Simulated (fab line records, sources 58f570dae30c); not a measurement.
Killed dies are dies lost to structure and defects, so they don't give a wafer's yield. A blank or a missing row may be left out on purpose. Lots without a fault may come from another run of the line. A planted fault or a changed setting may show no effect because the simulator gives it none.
Which tool did it? | flow berkeley_cmos170 | 7 lots, 19 wafers sampled, at 2 steps of a route of 331

WHAT THE GAUGES READ, wafer by wafer
UCB170_M1_CD_MEAS_90: target cd 700 nm.
lot  | measured     | on        | cd_nm (nm)
L990 | day 8 19:14  | cd_sem-01 | 698.2 700.6 699.4
L993 | day 9 11:25  | cd_sem-01 | 699.2 698.8 701.4
L994 | day 9 11:57  | cd_sem-01 | 698.8 698.7 698.1
L103 | day 10 22:06 | cd_sem-01 | 703.7 704.7 703.2
L105 | day 12 00:22 | cd_sem-01 | 701.4 700.6 700.6
L109 | day 12 15:16 | cd_sem-01 | 715.7
L111 | day 12 17:31 | cd_sem-02 | 700.0 698.0 698.7

WHICH TOOL RAN EACH LOT (tool, then ch and the chambers of the sampled wafers, then the start)
lot  | UCB170_M1_METAL_ETCH_12
L990 | rie_metal-01 ch 0,1, day 8 18:59
L993 | rie_metal-01 ch 0, day 9 11:05
L994 | rie_metal-03 ch 0,1, day 9 11:43
L103 | rie_metal-03 ch 0, day 10 21:52
L105 | rie_metal-04 ch 0,1, day 12 00:06
L109 | rie_metal-01 ch 1, day 12 15:02
L111 | rie_metal-04 ch 0,1, day 12 17:15
- UCB170_M1_METAL_ETCH_12: etches Al in Cl2/BCl3, stops on PSG, target depth 780 nm, time 130 s.

THE ANSWER, worked out from the rows above alone
Rule: what is usual is taken from the lots themselves. Put in order of their means at a reading, lots are off if they are a third of the lots or fewer, leave a main group of 4 or more, and stand apart from it by a gap of 3 or more times the standard deviation of the main group's means; of several such gaps the widest counts. A main group whose means are all the same, to the digits that the tables above print for the reading, isn't used. A lot without any number at a reading at which 4 lots or more have one is off too. The other lots that the step has rows for count as sound.
Off: L109, at UCB170_M1_CD_MEAS_90 (cd_nm). The main group: mean 700.2 nm, standard deviation 1.8.
A tool fits if, at a process step before that reading, it ran every lot that is off, and no sound lot after the first of them. The gauges at UCB170_M1_CD_MEAS_90 are tried like those tools. Can't be told from this: 2 tools fit, rie_metal-01 at UCB170_M1_METAL_ETCH_12, cd_sem-01 at UCB170_M1_CD_MEAS_90.

WHAT THE SIMULATOR HAD PUT IN
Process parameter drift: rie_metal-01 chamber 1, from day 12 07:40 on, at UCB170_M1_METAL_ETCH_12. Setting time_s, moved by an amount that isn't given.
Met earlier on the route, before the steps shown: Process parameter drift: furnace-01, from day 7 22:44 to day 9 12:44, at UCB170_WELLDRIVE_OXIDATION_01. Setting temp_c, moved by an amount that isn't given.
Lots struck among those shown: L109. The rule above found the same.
